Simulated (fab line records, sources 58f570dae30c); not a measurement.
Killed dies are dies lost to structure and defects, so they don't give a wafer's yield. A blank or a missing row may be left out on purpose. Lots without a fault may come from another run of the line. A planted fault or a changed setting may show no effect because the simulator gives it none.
A struck lot beside a sound one | flow berkeley_cmos170 | 15 steps out of a route of 331
Sound: wafers L264.1, L264.2, L264.4. Struck: wafers L268.1, L268.2, L268.4. The cause comes at the end.
At each step with rows: each side's tool, then ch and its chambers, then its first start. Under that, the readings that differ: sound wafers | struck wafers | difference of the means | sigmas: that difference in standard deviations of wafers without a fault.
alike: readings whose means differ by less than 2 such deviations, and words and numbers that are the same on both sides. not compared: withheld readings, readings that some wafer has no value for, bounds like >300 that may hide the same value, and numbers for which the record gives no deviation and whose values overlap.
The two part at a step that has a row with sigmas, a row that says differs or no value, or rows on one side only. Numbers that don't overlap but have no deviation are shown without sigmas and don't part them. A reading that every wafer of one side lacks parts them only if that side has two wafers or more.

UCB170_M2_METAL_ETCH_18: etches Al in Cl2/BCl3, stops on SiO2, target depth 1170 nm, time 195 s.
  sound on rie_metal-02 ch 0,1, day 9 17:10; struck on rie_metal-04 ch 0,1, day 10 12:34
  alike: bcl3_flow_sccm, chamber_pressure_mTorr, drypump_motor_current_A, oes_product_au, rf_fwd_power_W, throttle_valve_pct
  not compared: rf_hours_counter_h
UCB170_M2_STRIP_19: strips in O2.
  sound on plasma_asher-01 ch 0,1, day 9 17:21; struck on plasma_asher-01 ch 0,1, day 10 12:45
  alike: chamber_pressure_mTorr, drypump_motor_current_A, o2_flow_sccm, oes_product_au
  not compared: rf_hours_counter_h
UCB170_M2_CD_MEAS_90: target cd 700 nm.
  sound on cd_sem-02, day 9 17:27; struck on cd_sem-02, day 10 12:51
  alike: cd_nm
UCB170_V2_CVD_00: deposits SiO2 from TEOS/O2, target thk 2000 nm, time 250 s.
  sound on pecvd-04 ch 0,1, day 9 17:34; struck on pecvd-04 ch 0,1,2, day 10 12:58
  alike: heater_power_w, rf_fwd_power_W
UCB170_V2_THK_MEAS_01:
  sound on film_metro-03, day 9 17:43; struck on film_metro-04, day 10 13:07
  alike: V2_TEOS_THK
UCB170_V2_CMP_02: polishes SiO2.
  sound on cmp-01 ch 0,2,3, day 9 17:47; struck on cmp-02 ch 0,1,2, day 10 13:11
  alike: edge_zone_pressure_frac, motor_current_A
UCB170_V2_BOW_MEAS_03:
  sound on film_metro-04, day 9 18:05; struck on film_metro-02, day 10 13:29
  alike: V2_BOW
UCB170_V2_THK_MEAS_04:
  sound on film_metro-04, day 9 18:12; struck on film_metro-02, day 10 13:36
  alike: V2_POLISHED_THK
then, 4 steps without rows for these wafers: UCB170_V2_CLEAN_05 (cleans in DIW); UCB170_V2_HMDS_06 (prime time 60 s); UCB170_V2_COAT_07 (resist thk 900 nm); UCB170_V2_SOFTBAKE_08 (time 60 s).
UCB170_V2_EXPOSE_09: exposes mask VIA2, target cd 700 nm.
  sound on krf_scanner-01 ch 0, day 9 19:02; struck on krf_scanner-01 ch 0, day 10 14:19
  reading              | sound             | struck            | difference | sigmas
  exposure_dose_mJ_cm2 | 37.01 37.01 36.99 | 37.29 37.35 37.32 | +0.32      | +7
  alike: mask
then, 1 step without rows for these wafers: UCB170_V2_PEB_10.
UCB170_M3_PROBE_99:
  the record has rows for the struck wafers here (prober-02, day 10 18:21) and none for the sound ones

WHERE THEY PART
First at UCB170_V2_EXPOSE_09; last, within this record, at UCB170_M3_PROBE_99.

WHY: what the simulator had put in
Process parameter drift: krf_scanner-01, from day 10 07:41 on, at UCB170_V2_EXPOSE_09. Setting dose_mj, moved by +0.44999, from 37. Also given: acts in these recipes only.
